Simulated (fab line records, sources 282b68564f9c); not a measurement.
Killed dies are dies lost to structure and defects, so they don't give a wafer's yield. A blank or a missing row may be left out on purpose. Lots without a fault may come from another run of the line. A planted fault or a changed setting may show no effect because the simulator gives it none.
fab line records | flow rit_cmos
record lots=14 wafers=42 last_day=7
route steps=202 shown SPACER@130 NSD@137 CONTACT@176 M1@202
lots that met no fault: from a run of the same line without faults
start_h: hours from the record's first day to the start of the lot's first wafer shown | wait_h: hours since the lot's step before | " the same as in the row above | L1.1+2: a row that stands for several wafers | - no value, or no start given | * or withheld: withheld | < > ~ a bound
route shown NAME@n: a module of which the file shows steps, and the number in the route of the first | usual: mean/standard deviation of fault-free wafers | same: alike in all rows | chamber/n: place in a boat | sites: the reading at each site | _std_site: their standard deviation | _edge_site: outer sites' mean less inner sites' | radius_mm: how far each site lies from the wafer's centre | mask NAME#n: copy n | behind: the tool/chamber that last shaped the wafer | hold: why the lot was held/for how many hours/how that ended | device: the transistor (n, p or np) that didn't switch | end of line: the same wafers' tests at the end of the route | a step without rows: its recipe alone | killed: dies lost to structure and defects at the first sort, not the wafer's yield | map: a wafer's dies, x killed, . not, _ none there
set.NAME: the setting as run; set.NAME@STEP: as run at that earlier step | model.NAME: the simulator's own value behind a step, which no gauge read
steps of the route over a sample of lots; a table a step, a row a wafer
services: from which hour (start_h, from the record's first day; less than 0 if before it) a tool's chamber was out of use, for how many hours, and why
## steps
# step RIT_SPACER_ETCHBACK_05
# recipe target_depth_a=2500 SF6_flow_sccm=30 CHF3_flow_sccm=30 target=Si3N4 chemistry=SF6/CHF3 pressure_mtorr=40 rf_w=250 time_s=240 stop_on=SiO2
# usual drypump_motor_current_A=5.9/0.45 oes_product_au=0.843/0.012 throttle_valve_pct=10.24/0.11
# columns lot.wafer tool chamber start_h wait_h drypump_motor_current_A oes_product_au rf_hours_counter_h throttle_valve_pct
L525.2 rie_diel-04 0 51.91 0.0 6.2 0.824 89 10.47
L525.5 " 2 " " 5.5 0.850 - 10.28
L525.6 " 3 " " 6.0 0.866 - 10.27
L526.1 rie_diel-03 2 55.92 0.1 5.4 0.857 39 10.18
L526.2 " 1 " " 6.4 0.839 28 10.34
L526.6 " 0 " " 6.5 0.848 - 10.18
L528.2 rie_diel-04 2 64.45 0.0 5.5 0.838 4 10.28
L528.4 " 0 " " 6.2 0.830 90 10.46
L528.6 " 2 " " 5.5 0.843 - 10.28
L529.1 rie_diel-02 0 71.99 0.1 5.9 0.857 166 10.14
L529.4 " 1 " " 6.4 0.862 59 10.21
L529.6 " 1 " " 6.4 0.857 - 10.20
L530.1 rie_diel-03 1 77.38 0.1 6.4 0.840 28 10.32
L530.3 " 3 " " 5.2 0.844 140 10.27
L530.6 " 3 " " 5.2 0.830 - 10.26
L531.3 rie_diel-03 3 80.72 0.0 5.2 0.828 140 10.25
L531.4 " 1 " " 6.4 0.829 28 10.33
L531.6 " 0 " " 6.5 0.845 - 10.18
L532.2 rie_diel-04 2 86.02 0.0 5.5 0.846 5 10.27
L532.5 " 0 " " 6.3 0.821 - 10.46
L532.6 " 3 " " 6.0 0.849 - 10.24
L533.1 rie_diel-04 0 92.20 0.1 6.3 0.825 90 10.48
L533.3 " 1 " " 5.8 0.845 131 10.25
L533.6 " 1 " " 5.7 0.828 - 10.28
L534.1 rie_diel-02 2 98.80 0.1 5.3 0.850 73 10.03
L534.2 " 3 " " 6.3 0.821 7 10.15
L534.3 " 0 " " 5.9 0.847 0 10.13
L537.1 rie_diel-02 3 110.73 0.1 6.3 0.826 7 10.13
L537.5 " 0 " " 6.0 0.864 - 10.14
L537.6 " 1 " " 6.4 0.856 - 10.19
L542.2 rie_diel-03 3 133.69 0.0 5.2 0.843 141 10.26
L542.3 " 0 " " 6.5 0.855 74 10.18
L542.4 " 1 " " 6.4 0.841 30 10.33
L543.1 rie_diel-03 2 139.94 0.1 5.4 0.847 41 10.20
L543.4 " 1 " " 6.4 0.838 30 10.33
L543.6 " 2 " " 5.4 0.840 - 10.19
L545.1 rie_diel-02 1 147.52 0.1 6.4 0.851 60 10.19
L545.2 " 0 " " 5.9 0.856 1 10.12
L545.5 " 2 " " 5.4 0.854 - 10.01
L547.2 rie_diel-02 1 160.65 0.0 6.4 0.855 61 10.18
L547.4 " 2 " " 5.4 0.852 74 10.04
L547.6 " 1 " " 6.4 0.849 - 10.20
# step RIT_NSD_OVL_MEAS_06
# usual NSD_OVL=0.2/1.5
# columns lot.wafer tool chamber start_h wait_h NSD_OVL[nm]
L525.2 overlay-01 - 53.08 - -0.1
L525.5 " - " " -0.3
L525.6 " - " " 1.8
L526.1 overlay-01 - 57.05 - 1.1
L526.2 " - " " 1.3
L526.6 " - " " 1.5
L528.2 overlay-02 - 65.46 - -0.5
L528.4 " - " " -0.4
L528.6 " - " " -0.2
L529.1 overlay-02 - 73.12 - 0.2
L529.4 " - " " -0.4
L529.6 " - " " 0.4
L530.1 overlay-01 - 78.38 - 2.6
L530.3 " - " " 1.5
L530.6 " - " " 1.4
L531.3 overlay-02 - 81.85 - 0.4
L531.4 " - " " 0.1
L531.6 " - " " 0.0
L532.2 overlay-01 - 87.02 - -1.1
L532.5 " - " " -1.0
L532.6 " - " " 0.9
L533.1 overlay-01 - 93.20 - -0.8
L533.3 " - " " -0.7
L533.6 " - " " -0.6
L534.1 overlay-02 - 99.86 - 1.8
L534.2 " - " " 0.0
L534.3 " - " " 0.6
L537.1 overlay-01 - 111.85 - 2.8
L537.5 " - " " 3.0
L537.6 " - " " 1.4
L542.2 overlay-01 - 134.70 - 0.0
L542.3 " - " " -1.5
L542.4 " - " " 1.5
L543.1 overlay-02 - 141.07 - 0.1
L543.4 " - " " -1.8
L543.6 " - " " -2.1
L545.1 overlay-02 - 148.65 - 0.8
L545.2 " - " " -0.1
L545.5 " - " " -0.2
L547.2 overlay-02 - 161.66 - -1.7
L547.4 " - " " -0.5
L547.6 " - " " 1.4
# step RIT_NSD_TW_MEAS_10
# usual NSD_TW=3129/22
# columns lot.wafer tool chamber start_h wait_h NSD_TW
L525.2 film_metro-03 - 53.60 0.1 3139
L525.5 " - " " 3126
L525.6 " - " " 3123
L526.1 film_metro-03 - 57.56 0.1 3139
L526.2 " - " " 3124
L526.6 " - " " 3144
L528.2 film_metro-03 - 65.97 0.1 3128
L528.4 " - " " 3121
L528.6 " - " " 3140
L529.1 film_metro-04 - 73.63 0.1 3170
L529.4 " - " " 3166
L529.6 " - " " 3165
L530.1 film_metro-02 - 78.89 0.1 3093
L530.3 " - " " 3090
L530.6 " - " " 3086
L531.3 film_metro-03 - 82.37 0.1 3134
L531.4 " - " " 3117
L531.6 " - " " 3120
L532.2 film_metro-03 - 87.54 0.1 3121
L532.5 " - " " 3121
L532.6 " - " " 3145
L533.1 film_metro-03 - 93.71 0.1 3130
L533.3 " - " " 3134
L533.6 " - " " 3134
L534.1 film_metro-02 - 100.37 0.1 3090
L534.2 " - " " 3099
L534.3 " - " " 3109
L537.1 film_metro-02 - 112.36 0.1 3115
L537.5 " - " " 3107
L537.6 " - " " 3097
L542.2 film_metro-03 - 135.21 0.1 3119
L542.3 " - " " 3133
L542.4 " - " " 3123
L543.1 film_metro-02 - 141.58 0.1 3111
L543.4 " - " " 3110
L543.6 " - " " 3120
L545.1 film_metro-02 - 149.16 0.1 3128
L545.2 " - " " 3127
L545.5 " - " " 3132
L547.2 film_metro-04 - 162.17 0.1 3165
L547.4 " - " " 3178
L547.6 " - " " 3162
# step RIT_CONTACT_CD_MEAS_08
# recipe target_cd_nm=1000
# usual cd_nm=1000.6/2.1
# columns lot.wafer tool chamber start_h wait_h cd_nm
L525.2 cd_sem-02 - 57.84 - 999.4
L525.5 " - " " 1002.6
L525.6 " - " " 998.5
L526.1 cd_sem-02 - 61.74 - 1001.2
L526.2 " - " " 1002.6
L526.6 " - " " 1003.4
L528.2 cd_sem-02 - 70.55 - 998.1
L528.4 " - " " 997.6
L528.6 " - " " 997.2
L529.1 cd_sem-02 - 77.68 - 999.7
L529.4 " - " " 998.2
L529.6 " - " " 999.8
L530.1 cd_sem-02 - 83.03 - 1003.5
L530.3 " - " " 1003.2
L530.6 " - " " 1003.5
L531.3 cd_sem-02 - 86.53 - 1001.2
L531.4 " - " " 1000.5
L531.6 " - " " 1001.0
L532.2 cd_sem-01 - 91.67 - 1000.0
L532.5 " - " " 999.1
L532.6 " - " " 999.6
L533.1 cd_sem-02 - 97.92 - 1002.0
L533.3 " - " " 999.3
L533.6 " - " " 1003.6
L534.1 cd_sem-01 - 104.66 - 1006.7
L534.2 " - " " 1003.4
L534.3 " - " " 1004.4
L537.1 cd_sem-02 - 116.47 - 997.3
L537.5 " - " " 998.0
L537.6 " - " " 998.8
L542.2 cd_sem-02 - 139.26 - 999.0
L542.3 " - " " 999.5
L542.4 " - " " 998.7
L543.1 cd_sem-02 - 146.05 - 1002.6
L543.4 " - " " 1001.7
L543.6 " - " " 1004.1
L545.1 cd_sem-02 - 153.27 - 1002.1
L545.2 " - " " 1002.9
L545.5 " - " " 1003.1
L547.2 cd_sem-02 - 166.52 - 998.5
L547.4 " - " " 998.2
L547.6 " - " " 997.7
# step RIT_M1_PROBE_99
# usual killed_at_M0_to_M3=0.0/0.12 killed_at_front_end=7.1/2.7 killed_dies=7.2/2.7 killed_open=3.5/1.9 killed_short=3.6/1.9
# same gross_dies=264 killed_at_M4_up=0 killed_at_back_side=0 killed_at_contacts=0 killed_at_other=0
# columns lot.wafer tool chamber start_h wait_h hold killed_at_M0_to_M3 killed_at_front_end killed_dies killed_open killed_short
L525.2 prober-02 - 63.39 0.1 - 0 8 8 4 4
L525.5 prober-02 - 63.54 0.2 - 0 9 9 4 5
L525.6 prober-02 - 63.59 0.2 - 0 7 7 4 3
L526.1 prober-01 - 66.90 0.1 - 0 8 8 3 5
L526.2 prober-01 - 66.95 0.1 - 0 12 12 4 8
L526.6 prober-01 - 67.15 0.2 - 0 5 5 2 3
L528.2 prober-01 - 75.97 0.1 - 0 13 13 7 6
L528.4 prober-01 - 76.07 0.2 - 0 7 7 6 1
L528.6 prober-01 - 76.17 0.2 - 0 10 10 7 3
L529.1 prober-02 - 82.96 0.1 - 0 10 10 5 5
L529.4 prober-02 - 83.11 0.2 - 0 9 9 7 2
L529.6 prober-02 - 83.21 0.2 - 0 8 8 2 6
L530.1 prober-01 - 88.21 0.1 - 0 5 5 4 1
L530.3 prober-01 - 88.31 0.2 - 0 6 6 6 0
L530.6 prober-01 - 88.46 0.2 - 0 10 10 1 9
L531.3 prober-02 - 91.89 0.2 - 1 9 10 3 6
L531.4 prober-02 - 91.94 0.2 - 0 5 5 3 2
L531.6 prober-02 - 92.04 0.2 - 0 9 9 3 6
L532.2 prober-01 - 97.02 0.1 - 0 10 10 5 5
L532.5 prober-01 - 97.17 0.2 - 0 8 8 4 4
L532.6 prober-01 - 97.22 0.2 - 0 5 5 3 2
L533.1 prober-02 - 103.22 0.1 - 0 6 6 4 2
L533.3 prober-02 - 103.32 0.2 - 0 8 8 5 3
L533.6 prober-02 - 103.47 0.2 - 0 1 1 0 1
L534.1 prober-01 - 110.09 0.1 - 0 7 7 2 5
L534.2 prober-01 - 110.14 0.1 - 0 9 9 5 4
L534.3 prober-01 - 110.19 0.2 - 0 7 7 2 5
L537.1 prober-02 - 121.84 0.1 - 0 6 6 2 4
L537.5 prober-02 - 122.04 0.2 - 0 4 4 2 2
L537.6 prober-02 - 122.09 0.2 - 0 8 8 5 3
L542.2 prober-01 - 145.11 0.1 await_dispo/4.2h/release 0 42 42 4 4
L542.3 prober-01 - 145.16 0.2 await_dispo/4.2h/release 0 38 38 3 5
L542.4 prober-01 - 145.21 0.2 await_dispo/4.2h/release 0 24 24 1 4
L543.1 prober-02 - 151.57 0.1 await_dispo/4.2h/release 0 39 39 3 3
L543.4 prober-02 - 151.72 0.2 await_dispo/4.2h/release 0 25 25 4 4
L543.6 prober-02 - 151.82 0.2 await_dispo/4.2h/release 0 45 45 3 7
L545.1 prober-02 - 158.55 0.1 - 0 10 10 7 3
L545.2 prober-02 - 158.60 0.1 - 0 9 9 6 3
L545.5 prober-02 - 158.75 0.2 - 0 13 13 8 5
L547.2 prober-02 - 171.87 0.1 - 0 4 4 3 1
L547.4 prober-02 - 171.97 0.2 - 0 4 4 2 2
L547.6 prober-02 - 172.07 0.2 - 0 6 6 3 3
# killed by level:class
L525.2 GATE:geometric_particle:short=2 SPACER:geometric_particle:open=2 SILICIDE:geometric_particle:open=2 FOX2:geometric_particle:short=1 SPACER:geometric_particle:short=1
L525.5 GATE:geometric_particle:short=2 REOX:geometric_particle:open=2 FOX2:geometric_particle:short=1 GATE:geometric_particle:open=1 SPACER:geometric_particle:open=1 SPACER:geometric_particle:short=1 SILICIDE:geometric_particle:short=1
L525.6 GATE:geometric_particle:open=2 SPACER:geometric_particle:short=2 ACTIVE:geometric_particle:short=1 FOX2:geometric_particle:open=1 SILICIDE:geometric_particle:open=1
L526.1 SILICIDE:geometric_particle:short=2 FOX2:geometric_particle:short=1 GATE:geometric_particle:open=1 REOX:geometric_particle:short=1 SPACER:geometric_particle:short=1 SPACER:geometric_particle:open=1 SILICIDE:geometric_particle:open=1
L526.2 SPACER:geometric_particle:short=4 REOX:geometric_particle:short=2 FOX1:geometric_particle:short=1 FOX1:geometric_particle:open=1 GATE:geometric_particle:short=1 GATE:geometric_particle:open=1 REOX:geometric_particle:open=1 SILICIDE:geometric_particle:open=1
L526.6 FOX2:geometric_particle:open=1 GATE:geometric_particle:short=1 GATE:geometric_particle:open=1 SPACER:geometric_particle:short=1 SILICIDE:geometric_particle:short=1
L528.2 SPACER:geometric_particle:open=3 FOX1:geometric_particle:short=2 GATE:geometric_particle:short=2 REOX:geometric_particle:open=2 FOX2:geometric_particle:open=1 GATE:geometric_particle:open=1 SPACER:geometric_particle:short=1 SILICIDE:geometric_particle:short=1
L528.4 REOX:geometric_particle:open=3 GATE:geometric_particle:open=2 REOX:geometric_particle:short=1 SPACER:geometric_particle:open=1
L528.6 GATE:geometric_particle:open=2 SPACER:geometric_particle:open=2 FOX1:geometric_particle:open=1 FOX2:geometric_particle:short=1 FOX2:geometric_particle:open=1 REOX:geometric_particle:open=1 SPACER:geometric_particle:short=1 SILICIDE:geometric_particle:short=1
L529.1 GATE:geometric_particle:short=2 FOX1:geometric_particle:open=1 FOX1:geometric_particle:short=1 FOX2:geometric_particle:open=1 FOX2:geometric_particle:short=1 GATE:geometric_particle:open=1 REOX:geometric_particle:open=1 SPACER:geometric_particle:short=1
L529.4 SPACER:geometric_particle:open=2 SILICIDE:geometric_particle:open=2 FOX1:geometric_particle:open=1 FOX2:geometric_particle:open=1 GATE:geometric_particle:open=1 GATE:geometric_particle:short=1 SPACER:geometric_particle:short=1
L529.6 GATE:geometric_particle:short=3 SILICIDE:geometric_particle:short=2 FOX2:geometric_particle:open=1 GATE:geometric_particle:open=1 SPACER:geometric_particle:short=1
L530.1 REOX:geometric_particle:open=2 FOX2:geometric_particle:open=1 GATE:geometric_particle:open=1 GATE:geometric_particle:short=1
L530.3 GATE:geometric_particle:open=3 FOX2:geometric_particle:open=1 REOX:geometric_particle:open=1 SPACER:geometric_particle:open=1
L530.6 GATE:geometric_particle:short=4 SPACER:geometric_particle:short=2 ACTIVE:geometric_particle:short=1 FOX1:geometric_particle:short=1 GATE:geometric_particle:open=1 REOX:geometric_particle:short=1
L531.3 FOX1:geometric_particle:open=2 REOX:geometric_particle:short=2 ACTIVE:geometric_particle:short=1 FOX2:geometric_particle:short=1 GATE:geometric_particle:short=1 SPACER:geometric_particle:short=1 SILICIDE:geometric_particle:open=1 M1:coat_microbubble_printed=1
L531.4 SILICIDE:geometric_particle:open=2 FOX1:geometric_particle:short=1 SPACER:geometric_particle:open=1 SPACER:geometric_particle:short=1
L531.6 GATE:geometric_particle:short=2 FOX1:geometric_particle:open=1 FOX1:geometric_particle:short=1 FOX2:geometric_particle:open=1 FOX2:geometric_particle:short=1 GATE:geometric_particle:open=1 SPACER:geometric_particle:short=1 SILICIDE:geometric_particle:short=1
L532.2 GATE:geometric_particle:short=3 GATE:geometric_particle:open=2 FOX1:geometric_particle:open=1 FOX1:geometric_particle:short=1 FOX2:geometric_particle:open=1 SILICIDE:geometric_particle:open=1 SILICIDE:geometric_particle:short=1
L532.5 FOX1:geometric_particle:short=2 REOX:geometric_particle:open=2 SILICIDE:geometric_particle:short=2 FOX2:geometric_particle:open=1 SILICIDE:geometric_particle:open=1
L532.6 GATE:geometric_particle:open=2 FOX2:geometric_particle:short=1 GATE:geometric_particle:short=1 SILICIDE:geometric_particle:open=1
L533.1 FOX1:geometric_particle:open=2 FOX1:geometric_particle:short=1 GATE:geometric_particle:short=1 REOX:geometric_particle:open=1 SILICIDE:geometric_particle:open=1
L533.3 SILICIDE:geometric_particle:open=3 FOX2:geometric_particle:short=2 GATE:geometric_particle:open=1 SPACER:geometric_particle:open=1 SPACER:geometric_particle:short=1
L533.6 GATE:geometric_particle:short=1
L534.1 SILICIDE:geometric_particle:short=3 GATE:geometric_particle:short=2 GATE:geometric_particle:open=1 REOX:geometric_particle:open=1
L534.2 GATE:geometric_particle:short=2 GATE:geometric_particle:open=2 REOX:geometric_particle:open=2 SPACER:geometric_particle:short=2 FOX2:geometric_particle:open=1
L534.3 GATE:geometric_particle:short=2 GATE:geometric_particle:open=2 REOX:geometric_particle:short=1 SPACER:geometric_particle:short=1 SILICIDE:geometric_particle:short=1
L537.1 GATE:geometric_particle:short=2 REOX:geometric_particle:short=2 FOX1:geometric_particle:open=1 REOX:geometric_particle:open=1
L537.5 FOX1:geometric_particle:open=2 FOX1:geometric_particle:short=1 GATE:geometric_particle:short=1
L537.6 GATE:geometric_particle:open=3 FOX1:geometric_particle:short=2 SILICIDE:geometric_particle:open=2 GATE:geometric_particle:short=1
L542.2 SPACER:unspecified=34 FOX2:geometric_particle:short=2 SPACER:geometric_particle:open=2 FOX1:geometric_particle:short=1 GATE:geometric_particle:open=1 SPACER:geometric_particle:short=1 SILICIDE:geometric_particle:open=1
L542.3 SPACER:unspecified=30 REOX:geometric_particle:short=2 GATE:geometric_particle:short=1 GATE:geometric_particle:open=1 REOX:geometric_particle:open=1 SPACER:geometric_particle:short=1 SILICIDE:geometric_particle:open=1 SILICIDE:geometric_particle:short=1
L542.4 SPACER:unspecified=19 GATE:geometric_particle:short=3 SILICIDE:geometric_particle:short=1 SILICIDE:geometric_particle:open=1
L543.1 SPACER:unspecified=33 GATE:geometric_particle:short=2 SPACER:geometric_particle:open=2 FOX1:geometric_particle:open=1 SPACER:geometric_particle:short=1
L543.4 SPACER:unspecified=17 GATE:geometric_particle:short=2 REOX:geometric_particle:open=2 FOX1:geometric_particle:short=1 SPACER:geometric_particle:short=1 GATE:geometric_particle:open=1 SILICIDE:geometric_particle:open=1
L543.6 SPACER:unspecified=35 GATE:geometric_particle:short=4 SPACER:geometric_particle:short=2 GATE:geometric_particle:open=1 SPACER:geometric_particle:open=1 SILICIDE:geometric_particle:open=1 SILICIDE:geometric_particle:short=1
L545.1 GATE:geometric_particle:open=5 GATE:geometric_particle:short=2 REOX:geometric_particle:short=1 REOX:geometric_particle:open=1 SILICIDE:geometric_particle:open=1
L545.2 GATE:geometric_particle:open=4 GATE:geometric_particle:short=2 REOX:geometric_particle:open=2 REOX:geometric_particle:short=1
L545.5 GATE:geometric_particle:open=4 FOX1:geometric_particle:open=2 GATE:geometric_particle:short=2 FOX1:geometric_particle:short=1 FOX2:geometric_particle:open=1 REOX:geometric_particle:short=1 SPACER:geometric_particle:short=1 SILICIDE:geometric_particle:open=1
L547.2 GATE:geometric_particle:open=1 GATE:geometric_particle:short=1 REOX:geometric_particle:open=1 SPACER:geometric_particle:open=1
L547.4 REOX:geometric_particle:short=2 FOX1:geometric_particle:open=1 GATE:geometric_particle:open=1
L547.6 GATE:geometric_particle:open=2 FOX1:geometric_particle:short=1 GATE:geometric_particle:short=1 REOX:geometric_particle:open=1 REOX:geometric_particle:short=1
## services
# columns tool chamber start_h hours kind
rie_diel-04 1 39.31 4.1 repair
rie_diel-03 - 57.93 0.6 repair
rie_diel-02 0 76.36 - clean
rie_diel-02 0 76.36 14.8 scheduled_down
rie_diel-02 0 76.36 14.8 vent_cycle
rie_diel-02 3 87.02 10.5 repair
rie_diel-03 0 98.90 9.8 repair
rie_diel-03 0 109.05 15.7 repair
rie_diel-02 - 115.48 14.6 pm
rie_diel-04 1 119.63 19.8 repair
rie_diel-04 - 147.09 2.1 repair
rie_diel-04 3 149.39 15.2 repair
## key
first_sign step=RIT_M1_PROBE_99 reading=killed_at_front_end direction=up sigmas=11 usual=7.1 struck=35.5
effect step=RIT_M1_PROBE_99 reading=killed_dies direction=up sigmas=10 usual=7.2 struck=35.5
met_at RIT_SPACER_ETCHBACK_05
struck_lots L542,L543
tester_left_out L542,L543
not_acting_at RIT_NSD_OVL_MEAS_06,RIT_NSD_TW_MEAS_10,RIT_CONTACT_CD_MEAS_08
onset_between 80.72 133.69
fault kind=chamber_particle_source tool=rie_diel-03 chamber=- onset_h=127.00 steps=RIT_SPACER_ETCHBACK_05 rate_per_visit_cm2=0.9889 end_h=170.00
# tester_left_out: of these lots the tester's yield and bins aren't shown, on N5 and GAA mostly nor the transistor test; their killed dies are dies lost to structure and defects alone, not to doping, threshold or leakage, so they don't give the yield
